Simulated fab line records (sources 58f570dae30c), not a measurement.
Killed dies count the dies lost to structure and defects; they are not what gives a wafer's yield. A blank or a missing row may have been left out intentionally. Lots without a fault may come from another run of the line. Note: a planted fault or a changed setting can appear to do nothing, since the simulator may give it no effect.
fab line records -- flow berkeley-cmos170
record: lots: 6, wafers: 18, last-day: 13
route steps=331 shown ACTIVE@71 PFIELD@79
lots that met no fault: from a run of the same line without faults
start-h: the number of hours between the record's first day and the start of the first shown wafer of the lot -- wait-h: time in hours since the lot's previous step -- " as in the row above -- L1.1+2: one row covering several wafers at once -- - value missing, or start not given -- * or withheld: withheld -- < > ~ a bound
route shown NAME@n: a module of which the file shows steps, and the number in the route of the first -- usual: the fault-free wafers' mean and standard deviation -- same: alike in all rows -- chamber/n: place in a boat -- sites: per-site readings -- _std_site: standard deviation across them -- _edge_site: mean of outer sites minus mean of inner sites -- radius-mm: how far each site lies from the wafer's centre -- mask NAME#n: copy n -- behind: the most recent tool/chamber to have shaped the wafer -- hold: reason for holding the lot/hours on hold/outcome of the hold -- device: names the non-switching transistor (n, p or np) -- end of line: tests run on the same wafers once the route is complete -- where a step has no rows: the recipe by itself -- killed: the dies lost at the first sort to structure and to defects; this is not the yield of the wafer -- map: a wafer's dies, marking killed ones x, the rest . and places with no die _
set.NAME: the run value of the setting; set.NAME@STEP: its run value at that earlier step -- model.NAME: the simulator's own value behind a step, which no gauge read
certain route steps with their lots: each step a table, each wafer a row
services: a tool's chamber out of use, with start hour (start-h, from the record's first day; less than 0 if before it), hours out, and reason
== steps ==
step: UCB170_ACTIVE_PEB_11
recipe: peb-temp-c: 130, peb-time-s: withheld, resist: KrF
step: UCB170_ACTIVE_DEVELOP_12
recipe: developer: TMAH, develop-time-s: 45, resist: KrF, dev-temp-c: 21
step: UCB170_ACTIVE_CD_MEAS_13
recipe: target-cd-nm: 1200
usual: cd-nm: 1200.0/1.4
lot.wafer,tool,chamber,start-h,wait-h,cd-nm
L970.2,cd-sem-01,-,124.33,-,1199.5
L970.3,cd-sem-01,-,124.33,-,1199.7
L970.6,cd-sem-01,-,124.33,-,1200.2
L978.1,cd-sem-02,-,166.94,-,1201.2
L978.2,cd-sem-02,-,166.94,-,1199.5
L978.5,cd-sem-02,-,166.94,-,1199.9
L979.1,cd-sem-02,-,167.11,-,1199.4
L979.4,cd-sem-02,-,167.11,-,1201.4
L979.6,cd-sem-02,-,167.11,-,1198.2
L983.2,cd-sem-02,-,190.99,-,1200.8
L983.3,cd-sem-02,-,190.99,-,1199.9
L983.4,cd-sem-02,-,190.99,-,1202.4
L984.2,cd-sem-01,-,198.65,-,1198.0
L984.5,cd-sem-01,-,198.65,-,1197.4
L984.6,cd-sem-01,-,198.65,-,1198.3
L986.3,cd-sem-02,-,209.87,-,1199.2
L986.5,cd-sem-02,-,209.87,-,1197.7
L986.6,cd-sem-02,-,209.87,-,1198.8
step: UCB170_ACTIVE_OVL_MEAS_14
usual: ACTIVE_OVL: -1/5.9
lot.wafer,tool,chamber,start-h,wait-h,ACTIVE_OVL[nm]
L970.2,overlay-01,-,124.44,0.1,4
L970.3,overlay-01,-,124.44,0.1,4
L970.6,overlay-01,-,124.44,0.1,2
L978.1,overlay-01,-,167.06,0.1,-2
L978.2,overlay-01,-,167.06,0.1,-11
L978.5,overlay-01,-,167.06,0.1,0
L979.1,overlay-01,-,167.23,0.1,-1
L979.4,overlay-01,-,167.23,0.1,5
L979.6,overlay-01,-,167.23,0.1,8
L983.2,overlay-01,-,191.10,0.1,-7
L983.3,overlay-01,-,191.10,0.1,-14
L983.4,overlay-01,-,191.10,0.1,-9
L984.2,overlay-01,-,198.76,0.1,-12
L984.5,overlay-01,-,198.76,0.1,-17
L984.6,overlay-01,-,198.76,0.1,-15
L986.3,overlay-02,-,209.96,0.1,-5
L986.5,overlay-02,-,209.96,0.1,0
L986.6,overlay-02,-,209.96,0.1,-10
step: UCB170_ACTIVE_ETCH_15
recipe: chemistry: CH3F/Ar/O2, target: Si3N4, stop-on: SiO2, CH3F_flow_sccm: 20, Ar_flow_sccm: 50, O2_flow_sccm: 7, pressure-mtorr: 50, rf-w: 450, target-depth-a: 2420, over-etch-frac: 0.1, time-s: 151
usual: drypump-motor-current-A: 5.20/0.24, oes-product-au: 0.937/0.013, throttle-valve-pct: 8.10/0.14
lot.wafer,tool,chamber,start-h,wait-h,drypump-motor-current-A,oes-product-au,rf-hours-counter-h,throttle-valve-pct
L970.2,rie-diel-04,2,124.47,0.0,4.92,0.903,14,8.11
L970.3,rie-diel-04,0,124.47,0.0,5.19,0.942,102,8.21
L970.6,rie-diel-04,0,124.47,0.0,5.19,0.942,-,8.21
L978.1,rie-diel-04,2,167.10,0.0,4.91,0.921,16,8.13
L978.2,rie-diel-04,1,167.10,0.0,5.48,0.941,15,8.10
L978.5,rie-diel-04,2,167.10,0.0,4.89,0.921,-,8.11
L979.1,rie-diel-02,2,167.27,0.0,5.37,0.958,46,8.06
L979.4,rie-diel-02,1,167.27,0.0,5.34,0.928,114,8.24
L979.6,rie-diel-02,3,167.27,0.0,5.00,0.935,-,7.97
L983.2,rie-diel-02,0,191.13,0.0,4.90,0.959,36,7.76
L983.3,rie-diel-02,1,191.13,0.0,5.37,0.911,116,8.25
L983.4,rie-diel-02,2,191.13,0.0,5.35,0.951,47,8.05
L984.2,rie-diel-04,3,198.79,0.0,5.53,0.930,7,8.00
L984.5,rie-diel-04,2,198.79,0.0,4.93,0.918,-,8.13
L984.6,rie-diel-04,1,198.79,0.0,5.51,0.946,-,8.11
L986.3,rie-diel-01,3,209.98,0.0,5.29,0.952,130,8.13
L986.5,rie-diel-01,2,209.98,0.0,4.85,0.937,-,8.16
L986.6,rie-diel-01,3,209.98,0.0,5.29,0.957,-,8.10
step: UCB170_ACTIVE_STRIP_16
recipe: chemistry: O2, power-w: 400, pressure-mtorr: 3500, platen-temp-c: withheld, o2-flow-sccm: 400, overash-fraction: 0.5
usual: drypump-motor-current-A: 5.6/0.32, oes-product-au: 0.721/0.0046, strip-time-to-endpoint-s: 18.08/0.076
lot.wafer,tool,chamber,start-h,wait-h,drypump-motor-current-A,oes-product-au,rf-hours-counter-h,strip-time-to-endpoint-s
L970.2,plasma-asher-03,1,124.57,0.1,6.1,0.718,38,18.13
L970.3,plasma-asher-03,1,124.57,0.1,6.1,0.722,-,18.05
L970.6,plasma-asher-03,1,124.57,0.1,6.1,0.725,-,18.04
L978.1,plasma-asher-02,1,167.20,0.1,5.4,0.727,36,18.14
L978.2,plasma-asher-02,0,167.20,0.1,5.5,0.722,36,18.05
L978.5,plasma-asher-02,0,167.20,0.1,5.5,0.725,-,18.15
L979.1,plasma-asher-01,1,167.37,0.1,5.0,0.721,6,18.11
L979.4,plasma-asher-01,1,167.37,0.1,5.0,0.722,-,18.17
L979.6,plasma-asher-01,1,167.37,0.1,5.0,0.720,-,18.09
L983.2,plasma-asher-01,0,191.23,0.1,5.7,0.725,9,18.10
L983.3,plasma-asher-01,0,191.23,0.1,5.7,0.727,-,18.14
L983.4,plasma-asher-01,1,191.23,0.1,5.0,0.720,-,18.08
L984.2,plasma-asher-02,0,198.89,0.1,5.5,0.722,39,18.06
L984.5,plasma-asher-02,0,198.89,0.1,5.5,0.724,-,18.13
L984.6,plasma-asher-02,1,198.89,0.1,5.4,0.722,-,18.09
L986.3,plasma-asher-03,0,210.12,0.1,5.5,0.719,-,18.17
L986.5,plasma-asher-03,0,210.12,0.1,5.4,0.723,-,18.16
L986.6,plasma-asher-03,1,210.12,0.1,6.1,0.722,-,18.05
step: UCB170_ACTIVE_CD_MEAS_90
recipe: target-cd-nm: 1200
usual: cd-nm: 1199.9/1.4
lot.wafer,tool,chamber,start-h,wait-h,cd-nm
L970.2,cd-sem-02,-,124.69,0.1,1199.2
L970.3,cd-sem-02,-,124.69,0.1,1199.6
L970.6,cd-sem-02,-,124.69,0.1,1200.4
L978.1,cd-sem-02,-,167.30,0.1,1200.4
L978.2,cd-sem-02,-,167.30,0.1,1198.9
L978.5,cd-sem-02,-,167.30,0.1,1199.8
L979.1,cd-sem-01,-,167.47,0.1,1199.0
L979.4,cd-sem-01,-,167.47,0.1,1201.3
L979.6,cd-sem-01,-,167.47,0.1,1198.2
L983.2,cd-sem-02,-,191.35,0.1,1200.8
L983.3,cd-sem-02,-,191.35,0.1,1199.8
L983.4,cd-sem-02,-,191.35,0.1,1202.3
L984.2,cd-sem-01,-,199.01,0.1,1198.0
L984.5,cd-sem-01,-,199.01,0.1,1196.9
L984.6,cd-sem-01,-,199.01,0.1,1198.6
L986.3,cd-sem-02,-,210.35,0.2,1199.0
L986.5,cd-sem-02,-,210.35,0.2,1198.1
L986.6,cd-sem-02,-,210.35,0.2,1199.1
step: UCB170_ACTIVE_CLEAN_17
recipe: chemistry: SPM, temp-c: 120, time-s: 600
step: UCB170_PFIELD_HMDS_00
recipe: prime-time-s: 60, prime-temp-c: 100
step: UCB170_PFIELD_COAT_01
recipe: resist: KrF, spin-rpm: 1500, resist-thk-nm: 900
step: UCB170_PFIELD_SOFTBAKE_02
recipe: resist: KrF, temp-c: 130, time-s: 60
step: UCB170_PFIELD_EXPOSE_03
recipe: mask-id: PFIELD, na: 0.5, sigma-outer: 0.6, source-shape: conventional, target-cd-nm: 1500, dose-mj: 30
step: UCB170_PFIELD_PEB_04
recipe: peb-temp-c: 130, peb-time-s: withheld, resist: KrF
usual: chill-plate-temp-C: 23.02/0.1, exhaust-pa: 45.0/0.86, resist-line-temp-C: 23.00/0.11
lot.wafer,tool,chamber,start-h,wait-h,chill-plate-temp-C,exhaust-pa,resist-line-temp-C
L970.2,litho-track-02,0,129.12,1.0,23.02,43.6,23.12
L970.3,litho-track-02,0,129.12,1.0,23.04,44.6,23.09
L970.6,litho-track-02,0,129.12,1.0,23.02,44.4,22.98
L978.1,litho-track-04,-,168.22,0.2,-,-,-
L978.2,litho-track-04,-,168.22,0.2,-,-,-
L978.5,litho-track-04,-,168.22,0.2,-,-,-
L979.1,litho-track-02,-,168.50,0.3,-,-,-
L979.4,litho-track-02,-,168.50,0.3,-,-,-
L979.6,litho-track-02,-,168.50,0.3,-,-,-
L983.2,litho-track-04,0,192.97,0.1,23.05,44.9,23.21
L983.3,litho-track-04,0,192.97,0.1,22.76,44.2,22.98
L983.4,litho-track-04,0,192.97,0.1,22.84,45.1,22.99
L984.2,litho-track-01,0,200.79,0.1,23.00,45.5,23.00
L984.5,litho-track-01,0,200.79,0.1,23.16,44.8,23.01
L984.6,litho-track-01,0,200.79,0.1,23.09,45.6,23.13
L986.3,litho-track-02,0,211.47,0.1,23.18,44.0,22.97
L986.5,litho-track-02,0,211.47,0.1,23.07,44.4,22.94
L986.6,litho-track-02,0,211.47,0.1,23.15,43.4,22.80
step: UCB170_PFIELD_DEVELOP_05
recipe: developer: TMAH, develop-time-s: 45, resist: KrF, dev-temp-c: 21
== services ==
tool,chamber,start-h,hours,kind
plasma-asher-03,-,104.32,2.4,repair
rie-diel-02,0,106.96,6.8,repair
rie-diel-04,0,107.13,16.3,repair
plasma-asher-01,-,108.75,9.0,pm
plasma-asher-01,0,108.75,9.0,vent-cycle
plasma-asher-01,1,108.75,9.0,vent-cycle
plasma-asher-01,0,117.75,-,clean
plasma-asher-01,1,117.75,-,clean
rie-diel-04,1,122.17,6.3,repair
rie-diel-04,-,143.85,0.2,repair
rie-diel-01,3,145.08,2.5,repair
plasma-asher-02,-,185.16,1.3,repair
rie-diel-01,1,191.04,4.5,repair
rie-diel-04,2,200.53,8.5,repair
== key ==
first-sign: step: UCB170_PFIELD_PEB_04, reading: tool-record, direction: missing
effect none on later readings
met-at UCB170_PFIELD_PEB_04
struck-wafers L978.1,L978.2,L978.5,L979.1,L979.4,L979.6
sort-left-out L978.1,L978.2,L978.5,L979.1,L979.4,L979.6
tester-left-out L978,L979
onset-between 129.12 168.22
fault: kind: skipped-step-whole, tool: litho-track-02,litho-track-04, chamber: -, onset-h: 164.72, steps: UCB170_PFIELD_PEB_04, scope: struck-lots-only
tester-left-out: of these lots the tester's yield and bins aren't shown, on N5 and GAA mostly nor the transistor test; their killed dies are dies lost to structure and defects alone, not to doping, threshold or leakage, so they don't give the yield
sort-left-out: the simulated sort isn't trusted on such a fault, so these wafers' sort isn't shown, and their yield isn't known
